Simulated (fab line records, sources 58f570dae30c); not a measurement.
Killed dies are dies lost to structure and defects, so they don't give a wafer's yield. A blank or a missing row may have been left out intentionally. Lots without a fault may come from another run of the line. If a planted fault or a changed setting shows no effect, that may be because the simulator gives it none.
A struck lot beside a sound one | flow berkeley-cmos170 | 21 out of 331 route steps
Sound: the wafers L488.2, L488.3, L488.4. Wafers struck: L503.1, L503.5, L503.6. The cause is given at the end.
For every step that has rows: the tool of each side, followed by ch and its chambers, followed by its first start. Under that, the readings that differ: sound wafers | struck wafers | difference of the means | sigmas: that difference in standard deviations of wafers without a fault.
alike: a reading whose means differ by less than 2 such deviations, as well as words and numbers matching on both sides. not compared: withheld readings; readings where some wafer has no value; bounds like >300 that might hide an equal value; numbers whose values overlap and for which the record gives no deviation.
The two part at a step that has a row with sigmas, a row that says differs or no value, or rows on one side only. When numbers do not overlap yet have no deviation, they are printed without sigmas and do not part them. Lack of a reading on every wafer of one side parts them only where that side has two or more wafers.

UCB170_PVT_STRIP_08: strips in O2.
  sound on plasma-asher-01 ch 0,1, day 7 06:09; struck on plasma-asher-01 ch 0,1, day 9 19:40
  alike: drypump-motor-current-A, oes-product-au, strip-time-to-endpoint-s
  not compared: rf-hours-counter-h
UCB170_PVT_TW_MEAS_09:
  struck on film-metro-01, day 9 19:46; sound on film-metro-04, day 7 06:16
  alike: PVT_TW
then, 1 step without rows for these wafers: UCB170_GATE_WET_ETCH_00 (etches SiO2 in dHF, time 200 s).
UCB170_FIELD_THK_MEAS_91:
  struck on film-metro-01, day 9 20:16; sound on film-metro-02, day 7 09:17
  alike: FIELD_OXIDE_LEFT_2_THK
then, 1 step without rows for these wafers: UCB170_GATE_OXIDATION_01 (target thk 6.6 nm, ox time 1800 s).
UCB170_GATE_THK_MEAS_02:
  struck on film-metro-01, day 10 01:21; sound on film-metro-01, day 7 11:59
  alike: GATE_OXIDE_THK
then, 2 steps without rows for these wafers: UCB170_GATE_ANNEAL_03 (time 1800 s); UCB170_GATE_CVD_04 (deposits poly-Si from SiH4, time 1440 s, target thk 214 nm).
UCB170_GATE_THK_MEAS_05:
  struck on film-metro-03, day 10 09:11; sound on film-metro-01, day 7 17:48
  alike: GATE_POLY_THK
then, 3 steps without rows for these wafers: UCB170_GATE_COAT_06; UCB170_GATE_COAT_07 (resist thk 900 nm); UCB170_GATE_SOFTBAKE_08 (time 60 s).
UCB170_GATE_EXPOSE_09: exposes mask POLY, target cd 350 nm.
  sound on krf-scanner-01 ch 0, day 7 18:57; struck on krf-scanner-02 ch 0, day 10 09:50
  reading | sound                | struck                        | difference | sigmas
  mask    | POLY#0 POLY#0 POLY#0 | POLY_R1#0 POLY_R1#0 POLY_R1#0 | differs    |
  alike: exposure-dose-mJ-cm2
then, 2 steps without rows for these wafers: UCB170_GATE_PEB_10; UCB170_GATE_DEVELOP_11 (develop time 45 s).
UCB170_GATE_CD_MEAS_12: target cd 350 nm.
  struck on cd-sem-01, day 10 10:49; sound on cd-sem-02, day 7 19:20
  reading    | sound             | struck            | difference | sigmas
  cd-nm (nm) | 348.9 350.2 351.5 | 373.0 374.4 374.4 | +23.7      | +15
  not compared: hold
UCB170_GATE_OVL_MEAS_13:
  struck on overlay-02, day 10 14:19; sound on overlay-01, day 7 19:26
  reading | sound | struck                                                                     | difference                   | sigmas
  hold    | - - - | await-dispo/3.4h/release await-dispo/3.4h/release await-dispo/3.4h/release | no value on the sound wafers |
  alike: GATE_OVL
UCB170_GATE_ETCH_14: etches BARC in N2/H2.
  sound on rie-diel-02 ch 0,1,2, day 7 19:28; struck on rie-diel-03 ch 0,1,2, day 10 14:20
  alike: drypump-motor-current-A, oes-product-au, throttle-valve-pct
UCB170_GATE_ETCH_15: etches poly-Si in HBr/Cl2, stops on SiO2, time 56.3 s, target depth 278.2 nm.
  sound on rie-si-02 ch 0,2,3, day 7 19:31; struck on rie-si-01 ch 0,2,3, day 10 14:23
  reading               | sound             | struck            | difference | sigmas
  model.GATE.cd-nm (nm) | 348.6 349.9 351.7 | 373.4 373.7 374.1 | +23.7      |
  alike: drypump-motor-current-A, oes-product-au, throttle-valve-pct
  not compared: rf-hours-counter-h
UCB170_GATE_STRIP_16: strips in O2.
  sound on plasma-asher-03 ch 0,1, day 7 19:34; struck on plasma-asher-02 ch 0,1, day 10 14:30
  alike: drypump-motor-current-A, oes-product-au
  not compared: rf-hours-counter-h
UCB170_M3_PROBE_99:
  record: rows for the struck wafers here (prober-01, day 12 11:47), none for the sound ones

WHERE THEY PART
Earliest at UCB170_GATE_EXPOSE_09; latest, in this record, at UCB170_M3_PROBE_99.

WHY: whatever the simulator had introduced
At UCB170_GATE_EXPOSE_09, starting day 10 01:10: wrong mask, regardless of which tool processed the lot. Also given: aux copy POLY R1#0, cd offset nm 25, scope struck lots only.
